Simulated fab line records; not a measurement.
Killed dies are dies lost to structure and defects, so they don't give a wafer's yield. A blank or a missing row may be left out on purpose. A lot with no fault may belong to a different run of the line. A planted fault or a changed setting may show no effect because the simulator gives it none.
fab line records	flow rit_cmos
record lots=14	wafers=42	last_day=7
route steps=202 shown M1@196
lots with no fault: from the same line, run without faults
start_h: hours from the record's first day to the start of the lot's first wafer shown	wait_h: hours elapsed since this lot's preceding step	" as in the row above	L1.1+2: a single row standing in for several wafers	- value missing, or start not given	* or withheld: withheld	< > ~ a bound
route shown NAME@n: NAME is a module with steps in the file, n the number in the route of the first one	usual: the fault-free wafers' mean and standard deviation	same: alike in all rows	chamber/n: place in a boat	sites: each site's reading	_std_site: the standard deviation of these	_edge_site: the outer-site mean with the inner-site mean subtracted	radius_mm: how far each site lies from the wafer's centre	mask NAME#n: copy n	behind: the most recent tool/chamber to have shaped the wafer	hold: the reason the lot was held/the length of the hold in hours/how it ended	device: whichever transistor did not switch (one of n, p or np)	end of line: the route-end tests of the same wafers	a step given without rows: its recipe and nothing more	killed: not the wafer's yield, but the dies lost to structure and defects at the first sort	map: a wafer's dies, marking killed ones x, the rest . and places with no die _
set.NAME: the setting that was run; set.NAME@STEP: the one run at that earlier step	model.NAME: the simulator's own value behind a step, which no gauge read
route steps across a sampled set of lots; one table per step, one row per wafer
services: a tool's chamber out of use, with start hour (start_h, from the record's first day; less than 0 if before it), hours out, and reason
## steps
# step RIT_M1_METAL_ETCH_12
# recipe stop_on=SiO2	chemistry=Cl2/BCl3	target=Al	time_s=165	over_etch_frac=0.5	pressure_mtorr=100	target_depth_a=6000	rf_w=250	Cl2_flow_sccm=60	bcl3_flow_sccm=50
# usual bcl3_flow_sccm=50.00/0.16	drypump_motor_current_A=6.04/0.22	oes_product_au=0.776/0.014	over_etch_frac=0.5/0	throttle_valve_pct=8.30/0.11
lot.wafer	tool	chamber	start_h	wait_h	bcl3_flow_sccm	drypump_motor_current_A	oes_product_au	over_etch_frac	rf_hours_counter_h	throttle_valve_pct
L413.2	rie_metal-01	1	64.99	0.2	49.62	5.92	0.795	0.5	1	8.26
L413.3	"	0	"	"	50.02	6.03	0.759	0.5	-	8.20
L413.4	"	1	"	"	49.79	5.93	0.790	0.5	-	8.27
L414.1	rie_metal-03	1	70.01	0.2	49.62	6.21	0.777	0.5	4	8.20
L414.2	"	0	"	"	49.97	5.88	0.766	0.5	4	8.32
L414.5	"	0	"	"	50.15	5.90	0.762	0.5	-	8.30
L416.1	rie_metal-01	0	80.52	0.2	49.83	6.05	0.754	0.5	1	8.21
L416.3	"	1	"	"	50.26	5.91	0.809	0.5	-	8.27
L416.6	"	0	"	"	49.58	6.08	0.770	0.5	-	8.20
L418.3	rie_metal-02	0	90.54	0.2	50.15	5.76	0.777	0.5	-	8.30
L418.4	"	1	"	"	49.88	6.42	0.773	0.5	-	8.53
L418.6	"	0	"	"	50.22	5.77	0.780	0.5	-	8.31
L419.3	rie_metal-01	1	95.17	0.2	49.87	5.91	0.797	0.5	-	8.27
L419.4	"	0	"	"	49.86	6.04	0.755	0.5	-	8.20
L419.6	"	0	"	"	49.79	6.08	0.765	0.5	-	8.21
L420.3	rie_metal-03	1	101.00	0.2	49.87	6.18	0.781	0.5	-	8.19
L420.4	"	0	"	"	50.02	5.89	0.756	0.5	-	8.31
L420.5	"	0	"	"	50.26	5.90	0.762	0.5	-	8.30
L421.2	rie_metal-02	1	105.88	0.2	49.89	6.39	0.767	0.5	33	8.54
L421.4	"	1	"	"	49.99	6.41	0.772	0.5	-	8.52
L421.5	"	0	"	"	50.12	5.75	0.780	0.5	-	8.30
L422.1	rie_metal-01	0	109.18	0.2	50.03	6.11	0.755	0.5	1	8.21
L422.3	"	0	"	"	49.82	6.07	0.762	0.5	-	8.21
L422.4	"	1	"	"	50.07	5.92	0.793	0.5	-	8.26
L428.1	rie_metal-01	0	139.48	0.2	49.95	6.08	0.620	1.25	1	8.23
L428.2	"	1	"	"	50.06	5.94	0.649	1.25	1	8.29
L428.5	"	1	"	"	49.74	5.95	0.651	1.25	-	8.29
L429.1	rie_metal-03	1	144.20	0.2	50.04	6.19	0.775	0.5	5	8.18
L429.4	"	1	"	"	49.70	6.20	0.784	0.5	-	8.18
L429.6	"	0	"	"	49.93	5.88	0.758	0.5	-	8.29
L430.3	rie_metal-01	0	150.95	0.2	49.93	6.07	0.621	1.25	-	8.23
L430.4	"	1	"	"	50.01	5.93	0.660	1.25	-	8.29
L430.5	"	0	"	"	50.07	6.07	0.627	1.25	-	8.22
L431.4	rie_metal-02	0	159.21	0.1	50.04	5.80	0.781	0.5	-	8.31
L431.5	"	1	"	"	50.08	6.40	0.758	0.5	-	8.52
L431.6	"	0	"	"	49.88	5.79	0.768	0.5	-	8.33
L432.3	rie_metal-03	1	164.41	0.2	50.10	6.20	0.779	0.5	-	8.20
L432.5	"	1	"	"	49.97	6.20	0.785	0.5	-	8.18
L432.6	"	0	"	"	50.21	5.90	0.766	0.5	-	8.31
L434.2	rie_metal-02	1	171.71	0.2	49.91	6.41	0.767	0.5	0	8.55
L434.3	"	1	"	"	50.18	6.40	0.770	0.5	-	8.52
L434.5	"	1	"	"	50.06	6.40	0.757	0.5	-	8.55
# step RIT_M1_CD_MEAS_90
# recipe target_cd_nm=2600
# usual cd_nm=2599.9/2.7
lot.wafer	tool	chamber	start_h	wait_h	hold	cd_nm
L413.2	cd_sem-02	-	65.54	0.1	-	2601.1
L413.3	"	-	"	"	-	2599.9
L413.4	"	-	"	"	-	2599.8
L414.1	cd_sem-02	-	70.52	0.1	-	2601.1
L414.2	"	-	"	"	-	2597.4
L414.5	"	-	"	"	-	2599.2
L416.1	cd_sem-02	-	81.10	0.2	-	2599.8
L416.3	"	-	"	"	-	2598.9
L416.6	"	-	"	"	-	2599.6
L418.3	cd_sem-02	-	91.04	0.1	-	2597.6
L418.4	"	-	"	"	-	2599.4
L418.6	"	-	"	"	-	2601.4
L419.3	cd_sem-02	-	95.67	0.1	-	2595.4
L419.4	"	-	"	"	-	2597.9
L419.6	"	-	"	"	-	2596.0
L420.3	cd_sem-01	-	101.50	0.1	-	2606.3
L420.4	"	-	"	"	-	2603.3
L420.5	"	-	"	"	-	2601.7
L421.2	cd_sem-02	-	106.42	0.1	-	2606.4
L421.4	"	-	"	"	-	2604.8
L421.5	"	-	"	"	-	2605.1
L422.1	cd_sem-01	-	109.69	0.1	-	2602.1
L422.3	"	-	"	"	-	2600.2
L422.4	"	-	"	"	-	2602.1
L428.1	cd_sem-02	-	139.99	0.1	await_dispo/0.2h/release	2589.0
L428.2	"	-	"	"	await_dispo/0.2h/release	2587.1
L428.5	"	-	"	"	await_dispo/0.2h/release	2590.3
L428.1	cd_sem-02	-	140.28	0.3	-	2589.3
L428.2	"	-	"	"	-	2587.2
L428.5	"	-	"	"	-	2590.3
L429.1	cd_sem-02	-	144.71	0.1	-	2603.3
L429.4	"	-	"	"	-	2600.6
L429.6	"	-	"	"	-	2602.9
L430.3	cd_sem-02	-	151.45	0.1	await_dispo/0.2h/release	2585.8
L430.4	"	-	"	"	await_dispo/0.2h/release	2586.4
L430.5	"	-	"	"	await_dispo/0.2h/release	2586.9
L430.3	cd_sem-02	-	151.73	0.3	-	2585.5
L430.4	"	-	"	"	-	2586.3
L430.5	"	-	"	"	-	2586.7
L431.4	cd_sem-02	-	159.75	0.1	-	2600.9
L431.5	"	-	"	"	-	2601.7
L431.6	"	-	"	"	-	2601.9
L432.3	cd_sem-02	-	164.91	0.1	-	2596.2
L432.5	"	-	"	"	-	2593.6
L432.6	"	-	"	"	-	2594.2
L434.2	cd_sem-02	-	172.25	0.1	-	2603.2
L434.3	"	-	"	"	-	2601.5
L434.5	"	-	"	"	-	2604.3
# step RIT_M1_PROBE_99
# usual defect_limited_yield=97.3/1.2	killed_at_M0_to_M3=0.0/0.14	killed_at_contacts=0.0/0.16	killed_at_front_end=7/3	killed_dies=7/3	killed_open=3.5/2	killed_short=3.6/2.1	sort_bin_3_pad_short=0.2/0.26	sort_bin_5_function=1.5/0.76	sort_bin_6_memory=1.0/0.65	sort_n_pass=257/3	sort_yield_pct=97.3/1.2
# same gross_dies=264	killed_at_M4_up=0	killed_at_back_side=0	killed_at_other=0
lot.wafer	tool	chamber	start_h	wait_h	defect_limited_yield[%]	killed_at_M0_to_M3	killed_at_contacts	killed_at_front_end	killed_dies	killed_open	killed_short	sort_bin_3_pad_short[%]	sort_bin_5_function[%]	sort_bin_6_memory[%]	sort_n_pass	sort_yield_pct[%]
L428.1	prober-02	-	146.13	0.1	96.2	0	0	10	10	5	5	0.4	2.3	1.1	254	96.2
L428.2	prober-02	-	146.18	0.1	97.7	0	0	6	6	3	3	0.8	0.8	0.8	258	97.7
L428.5	prober-02	-	146.33	0.2	98.9	0	0	3	3	2	1	0	0.8	0.4	261	98.9
L430.3	prober-01	-	155.94	0.2	98.9	0	0	3	3	2	1	0.4	0	0.8	261	98.9
L430.4	prober-01	-	155.99	0.2	97.3	0	0	7	7	1	6	0	1.5	1.1	257	97.3
L430.5	prober-01	-	156.04	0.2	97.7	1	0	5	6	2	4	0	0.8	1.5	258	97.7
# killed by level:class
L428.1 SPACER:geometric_particle:open=3 FOX1:geometric_particle:short=2 GATE:geometric_particle:open=2 GATE:geometric_particle:short=1 REOX:geometric_particle:short=1 SPACER:geometric_particle:short=1
L428.2 GATE:geometric_particle:short=2 FOX1:geometric_particle:short=1 FOX2:geometric_particle:open=1 GATE:geometric_particle:open=1 SILICIDE:geometric_particle:open=1
L428.5 FOX1:geometric_particle:open=1 GATE:geometric_particle:open=1 SPACER:geometric_particle:short=1
L430.3 GATE:geometric_particle:short=1 REOX:geometric_particle:open=1 SILICIDE:geometric_particle:open=1
L430.4 REOX:geometric_particle:short=2 SILICIDE:geometric_particle:short=2 FOX2:geometric_particle:short=1 FOX2:geometric_particle:open=1 SPACER:geometric_particle:short=1
L430.5 GATE:geometric_particle:short=3 FOX1:geometric_particle:open=1 GATE:geometric_particle:open=1 M1:geometric_particle:short=1
## services
tool	chamber	start_h	hours	kind
rie_metal-01	-	60.19	4.3	pm
rie_metal-03	-	62.33	2.8	pm
rie_metal-03	-	81.11	1.4	pm
rie_metal-02	-	136.12	20.0	pm
rie_metal-02	0	136.12	20.0	vent_cycle
rie_metal-02	1	136.12	20.0	vent_cycle
rie_metal-02	0	156.12	-	clean
rie_metal-02	1	156.12	-	clean
rie_metal-02	-	169.00	1.4	pm
## key
first_sign step=RIT_M1_METAL_ETCH_12	reading=over_etch_frac	direction=up	sigmas=99+	usual=0.5	struck=1.25
effect step=RIT_M1_METAL_ETCH_12	reading=oes_product_au	direction=down	sigmas=9.9	usual=0.776	struck=0.638
effect step=RIT_M1_CD_MEAS_90	reading=visit	direction=added
met_at RIT_M1_METAL_ETCH_12
struck_lots L428,L430
onset_between 109.18 139.48
fault kind=process_parameter_drift	tool=rie_metal-01	chamber=-	onset_h=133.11	steps=RIT_M1_METAL_ETCH_12	channel=over_etch_frac	offset=0.75	shape=step	end_h=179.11	stated=0.5
